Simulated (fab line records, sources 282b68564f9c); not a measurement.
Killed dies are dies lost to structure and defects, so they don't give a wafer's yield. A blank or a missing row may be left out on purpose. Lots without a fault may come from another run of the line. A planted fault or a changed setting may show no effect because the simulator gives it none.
A struck lot beside a sound one | flow rit_cmos | 34 steps out of a route of 202
Sound: wafers L729.1, L729.2, L729.6. Struck: wafers L733.2, L733.3, L733.5. The cause comes at the end.
At each step with rows: each side's tool, then ch and its chambers, then its first start. Under that, the readings that differ: sound wafers | struck wafers | difference of the means | sigmas: that difference in standard deviations of wafers without a fault.
alike: readings whose means differ by less than 2 such deviations, and words and numbers that are the same on both sides. not compared: withheld readings, readings that some wafer has no value for, bounds like >300 that may hide the same value, and numbers for which the record gives no deviation and whose values overlap.
The two part at a step that has a row with sigmas, a row that says differs or no value, or rows on one side only. Numbers that don't overlap but have no deviation are shown without sigmas and don't part them. A reading that every wafer of one side lacks parts them only if that side has two wafers or more.

RIT_PLDD_OVL_MEAS_06:
  sound on overlay-01, day 5 08:57; struck on overlay-01, day 5 22:54
  alike: PLDD_OVL
then, 2 steps without rows for these wafers: RIT_PLDD_HARDBAKE_07 (time 60 s); RIT_PLDD_IMPLANT_08.
RIT_PLDD_STRIP_09: strips in O2, time 180 s.
  sound on plasma_asher-04 ch 0,1, day 5 09:17; struck on plasma_asher-04 ch 0,1, day 5 23:14
  alike: chamber_pressure_mTorr, drypump_motor_current_A
  not compared: rf_hours_counter_h
RIT_PLDD_TW_MEAS_10:
  sound on film_metro-04, day 5 09:28; struck on film_metro-01, day 5 23:25
  alike: PLDD_TW
then, 4 steps without rows for these wafers: RIT_SPACER_CLEAN_00 (cleans in SC1, time 600 s); RIT_SPACER_CLEAN_01 (cleans in dHF, time 30 s); RIT_SPACER_CLEAN_02 (cleans in SC2, time 600 s); RIT_SPACER_CVD_03 (deposits Si3N4 from SiH2Cl2/NH3, target thk 250 nm, time 3300 s).
RIT_SPACER_THK_MEAS_04:
  sound on film_metro-02, day 5 11:48; struck on film_metro-02, day 6 01:45
  reading                 | sound             | struck            | difference | sigmas
  SPACER_NITRIDE_THK (nm) | 250.7 251.8 252.3 | 243.8 243.7 242.6 | -8.2       | -3
RIT_SPACER_ETCHBACK_05: etches Si3N4 in SF6/CHF3, stops on SiO2, target depth 250 nm, time 240 s.
  sound on rie_diel-02 ch 0,1,2, day 5 11:52; struck on rie_diel-02 ch 0,1,2, day 6 01:48
  alike: CHF3_flow_sccm, chamber_pressure_mTorr, drypump_motor_current_A, oes_product_au, throttle_valve_pct
  not compared: rf_hours_counter_h
then, 1 step without rows for these wafers: RIT_NSD_HMDS_00 (prime time 60 s).
RIT_NSD_COAT_01: resist thk 1000 nm.
  sound on litho_track-03 ch 0, day 5 12:10; struck on litho_track-04, day 6 02:08
  no value came back on the struck wafers for chill_plate_temp_C (C), dispense_pressure_kPa (kPa), exhaust_pa (Pa); on the sound wafers chill_plate_temp_C (C) reads 23.05 22.99 23.07
then, 4 steps without rows for these wafers: RIT_NSD_SOFTBAKE_02 (time 60 s); RIT_NSD_EXPOSE_03 (exposes mask M9, target cd 40700 nm); RIT_NSD_PEB_04; RIT_NSD_DEVELOP_05 (develop time 50 s).
RIT_NSD_OVL_MEAS_06:
  sound on overlay-01, day 5 12:52; struck on overlay-02, day 6 02:49
  reading      | sound       | struck | difference                    | sigmas
  NSD_OVL (nm) | 3.1 1.7 3.4 | - - -  | no value on the struck wafers |
then, 2 steps without rows for these wafers: RIT_NSD_HARDBAKE_07 (time 60 s); RIT_NSD_IMPLANT_08.
RIT_NSD_STRIP_09: strips in O2, time 180 s.
  sound on plasma_asher-03 ch 0,1, day 5 13:12; struck on plasma_asher-01 ch 0,1, day 6 03:08
  alike: chamber_pressure_mTorr, drypump_motor_current_A
  not compared: rf_hours_counter_h
RIT_NSD_TW_MEAS_10:
  sound on film_metro-01, day 5 13:22; struck on film_metro-04, day 6 03:20
  alike: NSD_TW
then, 6 steps without rows for these wafers: RIT_PSD_HMDS_00 (prime time 60 s); RIT_PSD_COAT_01 (resist thk 1000 nm); RIT_PSD_SOFTBAKE_02 (time 60 s); RIT_PSD_EXPOSE_03 (exposes mask M10, target cd 40900 nm); RIT_PSD_PEB_04; RIT_PSD_DEVELOP_05 (develop time 50 s).
RIT_PSD_OVL_MEAS_06:
  sound on overlay-02, day 5 14:41; struck on overlay-01, day 6 04:17
  alike: PSD_OVL
then, 2 steps without rows for these wafers: RIT_PSD_HARDBAKE_07 (time 60 s); RIT_PSD_IMPLANT_08.
RIT_PSD_STRIP_09: strips in O2, time 180 s.
  sound on plasma_asher-04 ch 0,1, day 5 15:01; struck on plasma_asher-01 ch 1, day 6 04:37
  alike: chamber_pressure_mTorr, drypump_motor_current_A
  not compared: rf_hours_counter_h
RIT_PSD_TW_MEAS_10:
  sound on film_metro-03, day 5 15:12; struck on film_metro-04, day 6 05:06
  reading | sound          | struck         | difference | sigmas
  PSD_TW  | 3382 3376 3362 | 3599 3606 3604 | +230       | +12
  not compared: hold
RIT_M1_PROBE_99:
  sound on prober-01, day 5 23:17; struck on prober-01, day 6 22:04
  reading             | sound | struck                                                               | difference                   | sigmas
  hold                | - - - | await_dispo/6.7h/scrap await_dispo/6.7h/scrap await_dispo/6.7h/scrap | no value on the sound wafers |
  killed_at_front_end | 6 5 7 | 264 264 264                                                          | +258                         | +92
  killed_dies         | 6 5 7 | 264 264 264                                                          | +258                         | +89
  killed_on_rim       | 4 1 2 | 70 70 70                                                             | +68                          | +48
  alike: killed_open, killed_short

WHERE THEY PART
First at RIT_SPACER_THK_MEAS_04; last, within this record, at RIT_M1_PROBE_99.

WHY: what the simulator had put in
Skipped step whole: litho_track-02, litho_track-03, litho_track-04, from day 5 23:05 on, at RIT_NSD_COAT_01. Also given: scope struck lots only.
